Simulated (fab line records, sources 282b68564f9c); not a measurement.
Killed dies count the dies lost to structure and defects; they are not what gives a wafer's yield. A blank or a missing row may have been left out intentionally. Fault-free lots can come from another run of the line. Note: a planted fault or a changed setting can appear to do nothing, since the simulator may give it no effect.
Shared-tool check + flow rit_cmos + Sampled: 15 lots, 45 wafers

== WHY IT WAS OPENED ==
Of 15 lots, 3 have the reading NWELL_TW flagged at RIT_NWELL_TW_MEAS_10. Wafers without a fault read 2162, standard deviation 11.
Rule: a lot gets a flag if all its wafers with a number sit over 4 standard deviations from that mean, or if no wafer of it has a number. As for the other lots, they are considered sound.

| lot  | measured    | on            | NWELL_TW, wafer by wafer | flag    |
|------|-------------|---------------|--------------------------|---------|
| L833 | day 1 21:58 | film_metro-03 | 2168 2175 2169           |         |
| L834 | day 2 07:09 | film_metro-01 | 2161 2162 2168           |         |
| L835 | day 2 09:16 | film_metro-01 | 2150 2164 2164           |         |
| L836 | day 2 11:56 | film_metro-02 | 2166 2175 2165           |         |
| L837 | day 2 17:55 | film_metro-02 | 2180 2182 2179           |         |
| L838 | day 2 21:52 | film_metro-02 | 2154 2173 2174           |         |
| L840 | day 3 08:23 | film_metro-01 | 2148 2156 2150           |         |
| L841 | day 3 13:57 | film_metro-03 | 2166 2181 2176           |         |
| L842 | day 3 18:00 | film_metro-02 | 2176 2167 2192           |         |
| L843 | day 3 23:05 | film_metro-03 | 2174 2176 2173           |         |
| L844 | day 4 06:21 | film_metro-01 | 2144 2153 2146           |         |
| L846 | day 4 14:28 | film_metro-01 | 2147 2141 2129           |         |
| L849 | day 5 05:07 | film_metro-02 | 2254 2265 2254           | FLAGGED |
| L850 | day 5 11:16 | film_metro-02 | 2255 2252 2260           | FLAGGED |
| L853 | day 6 01:19 | film_metro-01 | 2260 2268 2258           | FLAGGED |
The mean of the flagged lots' numbers is 2258, +96 from the usual (+9 standard deviations).

== TOOL THAT RAN EACH LOT ==
The record keeps 1 process step preceding the reading, out of 202 steps on the route. Cell contents, in order: the tool; ch with the chambers the sampled wafers went through; the start.
| lot  | flag    | RIT_NWELL_IMPLANT_08           |
|------|---------|--------------------------------|
| L833 |         | implanter-04 ch 0, day 1 21:38 |
| L834 |         | implanter-04 ch 0, day 2 06:50 |
| L835 |         | implanter-04 ch 0, day 2 08:57 |
| L836 |         | implanter-02 ch 0, day 2 11:37 |
| L837 |         | implanter-04 ch 0, day 2 17:35 |
| L838 |         | implanter-04 ch 0, day 2 21:34 |
| L840 |         | implanter-02 ch 0, day 3 08:04 |
| L841 |         | implanter-02 ch 0, day 3 13:38 |
| L842 |         | implanter-03 ch 0, day 3 17:40 |
| L843 |         | implanter-03 ch 0, day 3 22:46 |
| L844 |         | implanter-02 ch 0, day 4 06:02 |
| L846 |         | implanter-03 ch 0, day 4 14:09 |
| L849 | FLAGGED | implanter-03 ch 0, day 5 04:47 |
| L850 | FLAGGED | implanter-03 ch 0, day 5 10:56 |
| L853 | FLAGGED | implanter-03 ch 0, day 6 01:01 |
What these steps do:
- RIT_NWELL_IMPLANT_08
- RIT_NWELL_TW_MEAS_10

== FLAGGED AGAINST TOTAL, ONE TOOL AT A TIME (gauges that did the reading follow at the end) ==
| step                 | tool          | lots run | flagged | share of the flagged lots | sound lots run after its first flagged lot |
|----------------------|---------------|----------|---------|---------------------------|--------------------------------------------|
| RIT_NWELL_IMPLANT_08 | implanter-02  | 4        | 0       | none                      | -                                          |
| RIT_NWELL_IMPLANT_08 | implanter-03  | 6        | 3       | all                       | 0                                          |
| RIT_NWELL_IMPLANT_08 | implanter-04  | 5        | 0       | none                      | -                                          |
| RIT_NWELL_TW_MEAS_10 | film_metro-01 | 6        | 1       | some                      | 0                                          |
| RIT_NWELL_TW_MEAS_10 | film_metro-02 | 6        | 2       | some                      | 0                                          |
| RIT_NWELL_TW_MEAS_10 | film_metro-03 | 3        | 0       | none                      | -                                          |

== WHAT IS ALLOWED BY THE TABLE ==
Rows of the table that ran each flagged lot: 1, that is implanter-03 at RIT_NWELL_IMPLANT_08.
- implanter-03 at RIT_NWELL_IMPLANT_08 ran 6 lots, 3 of them flagged. Its last sound lot is L846 (day 4 14:09), its first flagged lot L849 (day 5 04:47): a fault that began between those two fits. Its own readings lie more than 4 standard deviations out on every wafer of the flagged lots: beam_energy_keV.
Left over: one tool, implanter-03 at RIT_NWELL_IMPLANT_08.

== WHAT THE SIMULATOR HAD PUT IN ==
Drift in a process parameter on implanter-03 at RIT_NWELL_IMPLANT_08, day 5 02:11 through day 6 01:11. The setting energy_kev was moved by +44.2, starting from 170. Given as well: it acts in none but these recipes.
Shown lots that were struck: L849, L850, L853. The rule given above showed the same thing.
